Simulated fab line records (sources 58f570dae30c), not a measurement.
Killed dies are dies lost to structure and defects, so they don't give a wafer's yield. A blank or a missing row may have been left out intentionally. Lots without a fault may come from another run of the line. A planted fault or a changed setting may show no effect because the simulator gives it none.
Matching of chambers || flow berkeley_cmos170 || UCB170_V2_CMP_02 on cmp-02 has 4 sister chambers
The step polishes SiO2. 8 wafers are shown with their chamber, then 7 later ones without.

## WAFERS, EACH WITH ITS CHAMBER
{"wafer": "L801.3", "chamber": 2, "motor_current_A (A)": 16.7}
{"wafer": "L806.2", "chamber": 2, "motor_current_A (A)": 18.1}
{"wafer": "L806.5", "chamber": 3, "motor_current_A (A)": 15.3}
{"wafer": "L806.6", "chamber": 0, "motor_current_A (A)": 14.0}
{"wafer": "L807.3", "chamber": 3, "motor_current_A (A)": 15.1}
{"wafer": "L807.6", "chamber": 1, "motor_current_A (A)": 15.4}
{"wafer": "L813.1", "chamber": 1, "motor_current_A (A)": 15.7}
{"wafer": "L813.2", "chamber": 0, "motor_current_A (A)": 13.7}

## WAFERS WITH NO CHAMBER GIVEN
{"wafer": "L813.4", "motor_current_A (A)": 18.6}
{"wafer": "L811.1", "motor_current_A (A)": 15.6}
{"wafer": "L811.4", "motor_current_A (A)": 15.3}
{"wafer": "L811.6", "motor_current_A (A)": 14.2}
{"wafer": "L820.3", "motor_current_A (A)": 16.9}
{"wafer": "L820.4", "motor_current_A (A)": 15.8}
{"wafer": "L820.6", "motor_current_A (A)": 13.5}

## THE CHAMBER EACH PASSED THROUGH
{"wafer": "L813.4", "from the rows above": 2, "in truth": 2}
{"wafer": "L811.1", "from the rows above": "can't be placed: 1 or 3", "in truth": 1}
{"wafer": "L811.4", "from the rows above": "can't be placed: 3 or 1", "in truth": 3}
{"wafer": "L811.6", "from the rows above": "can't be placed: 0 or 3 or 1", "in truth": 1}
{"wafer": "L820.3", "from the rows above": "can't be placed: 2 or 1", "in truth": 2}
{"wafer": "L820.4", "from the rows above": "can't be placed: 1 or 3", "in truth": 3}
{"wafer": "L820.6", "from the rows above": 0, "in truth": 0}
Placed correctly: 2 of 7. Unplaceable from these rows: 5, with the true chamber sitting among the candidates in 5. Placed wrongly: 0.
How it was worked out, from the rows above alone: a wafer's distance from a chamber is the root of the sum, over the readings, of the square of ((its reading less the chamber's mean) divided by the reading's scatter). If the next closest chamber is less than 2 further off than the closest, the wafer can't be placed; otherwise it belongs to the closest. Each chamber's mean is taken over the wafers shown for it. The scatter: the root of (the sum of the squares of (reading less its chamber's mean) over the shown wafers, divided by (wafers less chambers)).
